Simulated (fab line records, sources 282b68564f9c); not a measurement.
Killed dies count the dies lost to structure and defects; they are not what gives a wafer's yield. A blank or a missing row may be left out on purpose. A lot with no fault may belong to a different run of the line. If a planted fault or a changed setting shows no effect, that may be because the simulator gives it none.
fab line records	flow ritCmos
record lots=13	wafers=39	lastDay=19
route steps=202 shown PSD@151 M1@202
lots untouched by any fault: they come from a run of this same line in which no faults occurred
startH: start of the lot's first displayed wafer, in hours after the record's first day	waitH: time in hours since the lot's previous step	" same as the row above	L1.1+2: a single row standing in for several wafers	- no value, or no start given	* or withheld: withheld	< > ~ a bound
route shown NAME@n: a module of which the file shows steps, and the number in the route of the first	usual: average and standard deviation across the fault-free wafers	same: alike in all rows	chamber/n: place in a boat	sites: readings site by site	_std_site: the values' standard deviation	_edge_site: inner sites' mean taken away from outer sites' mean	radiusMm: how far each site lies from the wafer's centre	mask NAME#n: copy n	behind: the most recent tool/chamber to have shaped the wafer	hold: reason for holding the lot/hours on hold/outcome of the hold	device: names the non-switching transistor (n, p or np)	end of line: the route-end tests of the same wafers	step lacking rows: just its recipe	killed: dies lost to structure and defects at the first sort, not the wafer's yield	map: a wafer's dies, marking killed ones x, the rest . and places with no die _
set.NAME: the setting as run; set.NAME@STEP: as run at that earlier step	model.NAME: the simulator's own value behind a step, which no gauge read
route steps across a sampled set of lots; one table per step, one row per wafer
services: from which hour (startH, from the record's first day; less than 0 if before it) a tool's chamber was out of use, for how many hours, and why
## steps
# step RIT_PSD_STRIP_09
# recipe chemistry=O2	timeS=180	resist=NOVOLAK	platenTempC=withheld	powerW=500	pressureMtorr=4000	o2FlowSccm=4000
# usual drypumpMotorCurrentA=6.02/0.25	rfReflPowerW=6.5/2.1	runLengthS=208.2/0.64
lot.wafer	tool	chamber	startH	waitH	drypumpMotorCurrentA	rfHoursCounterH	rfReflPowerW	runLengthS
L607.1	plasmaAsher-01	0	50.37	0.1	5.63	44	8.3	208.7
L607.2	"	1	"	"	6.40	44	4.5	207.4
L607.5	"	0	"	"	5.65	-	8.3	208.6
L608.1	plasmaAsher-04	1	53.81	0.1	6.22	27	3.7	207.5
L608.3	"	0	"	"	6.02	-	8.8	208.7
L608.4	"	1	"	"	6.21	-	4.1	207.6
L609.2	plasmaAsher-01	0	66.85	0.1	5.65	45	7.7	208.5
L609.4	"	1	"	"	6.40	-	4.8	207.4
L609.6	"	0	"	"	5.64	-	8.1	208.7
L610.1	plasmaAsher-04	0	73.20	0.1	6.00	28	8.8	208.6
L610.2	"	1	"	"	6.22	28	3.3	207.6
L610.6	"	0	"	"	6.00	-	9.0	208.8
L615.1	plasmaAsher-04	1	95.21	0.1	6.22	30	3.8	117.5
L615.4	"	1	"	"	6.23	-	3.5	117.2
L615.5	"	1	"	"	6.20	-	3.8	117.1
L622.2	plasmaAsher-02	0	132.50	0.1	5.64	44	6.6	207.8
L622.4	"	1	"	"	5.85	-	7.9	209.1
L622.6	"	1	"	"	5.86	-	7.8	208.6
L623.2	plasmaAsher-01	0	140.43	0.1	5.64	3	8.0	209.1
L623.3	"	0	"	"	5.64	-	8.2	208.6
L623.4	"	1	"	"	6.41	-	4.8	207.6
L625.2	plasmaAsher-04	0	145.89	0.1	6.01	36	8.6	208.6
L625.3	"	1	"	"	6.23	-	3.8	207.6
L625.6	"	0	"	"	6.00	-	9.1	208.7
L626.1	plasmaAsher-02	0	148.77	0.1	5.65	46	6.6	208.0
L626.3	"	0	"	"	5.65	-	6.5	207.5
L626.6	"	0	"	"	5.68	-	6.7	208.2
L627.4	plasmaAsher-01	0	155.00	0.1	5.63	-	8.2	208.9
L627.5	"	1	"	"	6.39	-	4.9	207.5
L627.6	"	0	"	"	5.62	-	7.9	208.5
L628.2	plasmaAsher-04	1	159.95	0.1	6.19	38	3.6	207.5
L628.3	"	0	"	"	6.03	-	8.5	208.8
L628.6	"	1	"	"	6.18	-	4.0	207.5
L630.2	plasmaAsher-04	0	165.31	0.1	6.02	38	9.0	208.7
L630.5	"	1	"	"	6.21	-	3.7	207.8
L630.6	"	0	"	"	6.04	-	8.3	208.9
L629.2	plasmaAsher-04	0	441.13	0.1	6.00	68	8.5	208.6
L629.4	"	0	"	"	6.02	-	8.7	208.8
L629.5	"	0	"	"	6.03	-	7.9	209.3
# step RIT_M1_PROBE_99
# usual killedAtContacts=0.1/0.27	killedAtFrontEnd=6/3	killedDies=7/3	killedOnRim=1.7/1.4	killedOpen=3.1/2	killedShort=3.4/2
# same grossDies=264	killed_at_M0_to_M3=0	killed_at_M4_up=0	killedAtBackSide=0	killedAtOther=0
lot.wafer	tool	chamber	startH	waitH	killedAtContacts	killedAtFrontEnd	killedDies	killedOnRim	killedOpen	killedShort
L615.1	prober-01	-	103.33	0.1	0	264	264	70	4	3
L615.4	prober-01	-	103.48	0.2	0	264	264	70	3	5
L615.5	prober-01	-	103.53	0.2	0	264	264	70	3	5
L622.2	prober-02	-	140.76	0.1	0	12	12	4	7	5
L622.4	prober-02	-	140.86	0.2	0	8	8	3	4	4
L622.6	prober-02	-	140.96	0.2	0	6	6	2	4	2
L623.2	prober-02	-	150.40	0.1	0	2	2	0	1	1
L625.2	prober-01	-	154.15	0.1	0	3	3	2	1	2
L625.3	prober-01	-	154.20	0.2	0	10	10	3	6	4
L625.6	prober-01	-	154.35	0.2	0	5	5	2	3	2
L626.3	prober-02	-	156.98	0.2	0	4	4	0	2	2
L627.4	prober-01	-	163.41	0.2	0	5	5	3	4	1
L627.5	prober-01	-	163.46	0.2	0	10	10	4	6	4
L627.6	prober-01	-	163.51	0.2	0	9	9	3	5	4
# killed by level:class
L615.1 SDANNEAL:areaRta=257 GATE:geometricParticle:open=3 SPACER:geometricParticle:short=2 FOX2:geometricParticle:short=1 SPACER:geometricParticle:open=1
L615.4 SDANNEAL:areaRta=256 FOX2:geometricParticle:short=2 SPACER:geometricParticle:short=2 FOX2:geometricParticle:open=1 GATE:geometricParticle:short=1 REOX:geometricParticle:open=1 SPACER:geometricParticle:open=1
L615.5 SDANNEAL:areaRta=256 FOX1:geometricParticle:short=1 FOX2:geometricParticle:short=1 GATE:geometricParticle:short=1 GATE:geometricParticle:open=1 SPACER:geometricParticle:short=1 SPACER:geometricParticle:open=1 SILICIDE:geometricParticle:open=1
L622.2 GATE:geometricParticle:open=3 FOX1:geometricParticle:open=2 GATE:geometricParticle:short=2 REOX:geometricParticle:short=2 FOX2:geometricParticle:open=1 REOX:geometricParticle:open=1 SPACER:geometricParticle:short=1
L622.4 GATE:geometricParticle:short=2 REOX:geometricParticle:short=2 FOX1:geometricParticle:open=1 GATE:geometricParticle:open=1 REOX:geometricParticle:open=1 SPACER:geometricParticle:open=1
L622.6 FOX1:geometricParticle:open=1 GATE:geometricParticle:open=1 GATE:geometricParticle:short=1 REOX:geometricParticle:short=1 SPACER:geometricParticle:open=1 SILICIDE:geometricParticle:open=1
L623.2 GATE:geometricParticle:short=1 SPACER:geometricParticle:open=1
L625.2 FOX1:geometricParticle:open=1 GATE:geometricParticle:short=1 SPACER:geometricParticle:short=1
L625.3 SPACER:geometricParticle:open=3 GATE:geometricParticle:short=2 REOX:geometricParticle:open=2 SPACER:geometricParticle:short=2 GATE:geometricParticle:open=1
L625.6 FOX1:geometricParticle:short=1 FOX2:geometricParticle:open=1 GATE:geometricParticle:open=1 SPACER:geometricParticle:short=1 SPACER:geometricParticle:open=1
L626.3 GATE:geometricParticle:open=2 SPACER:geometricParticle:short=1 SILICIDE:geometricParticle:short=1
L627.4 FOX1:geometricParticle:open=1 GATE:geometricParticle:open=1 GATE:geometricParticle:short=1 REOX:geometricParticle:open=1 SILICIDE:geometricParticle:open=1
L627.5 GATE:geometricParticle:short=2 GATE:geometricParticle:open=2 REOX:geometricParticle:open=2 SILICIDE:geometricParticle:open=2 REOX:geometricParticle:short=1 SILICIDE:geometricParticle:short=1
L627.6 FOX2:geometricParticle:open=2 GATE:geometricParticle:short=2 SILICIDE:geometricParticle:open=2 FOX1:geometricParticle:short=1 FOX2:geometricParticle:short=1 GATE:geometricParticle:open=1
## services
tool	chamber	startH	hours	kind
plasmaAsher-02	-	105.02	4.3	repair
plasmaAsher-01	-	108.75	9.0	pm
plasmaAsher-01	0	108.75	9.0	ventCycle
plasmaAsher-01	1	108.75	9.0	ventCycle
plasmaAsher-01	0	117.75	-	clean
plasmaAsher-01	1	117.75	-	clean
plasmaAsher-02	-	135.24	0.7	repair
plasmaAsher-04	-	162.32	2.8	pm
plasmaAsher-01	-	260.83	2.8	pm
plasmaAsher-01	-	279.26	0.9	repair
plasmaAsher-02	-	420.17	1.0	repair
plasmaAsher-02	-	421.25	9.0	pm
plasmaAsher-02	0	421.25	9.0	ventCycle
plasmaAsher-02	1	421.25	9.0	ventCycle
plasmaAsher-02	0	430.25	-	clean
plasmaAsher-02	1	430.25	-	clean
plasmaAsher-01	-	435.30	0.8	repair
## key
firstSign step=RIT_PSD_STRIP_09	reading=runLengthS	direction=down	sigmas=99+	usual=*	struck=*
effect step=RIT_M1_PROBE_99	reading=killedAtFrontEnd	direction=up	sigmas=85	usual=6	struck=264
moreKillsBornAt RIT_SDANNEAL_RTA_03@rtpAnneal-01=769
metAt RIT_PSD_STRIP_09
struckLots L615
laterRowsLeftOut L615.1,L615.4,L615.5
testerLeftOut L615
onsetBetween 73.20 95.21
fault kind=stripAborted	tool=plasmaAsher-04	chamber=-	onsetH=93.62	steps=RIT_PSD_STRIP_09	offset=0.35	endH=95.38
# testerLeftOut: of these lots the tester's yield and bins aren't shown, on N5 and GAA mostly nor the transistor test; their killed dies are dies lost to structure and defects alone, not to doping, threshold or leakage, so they don't give the yield
# laterRowsLeftOut: the simulator's readings of these wafers behind a module that went badly wrong aren't trusted and aren't shown, but for the sort
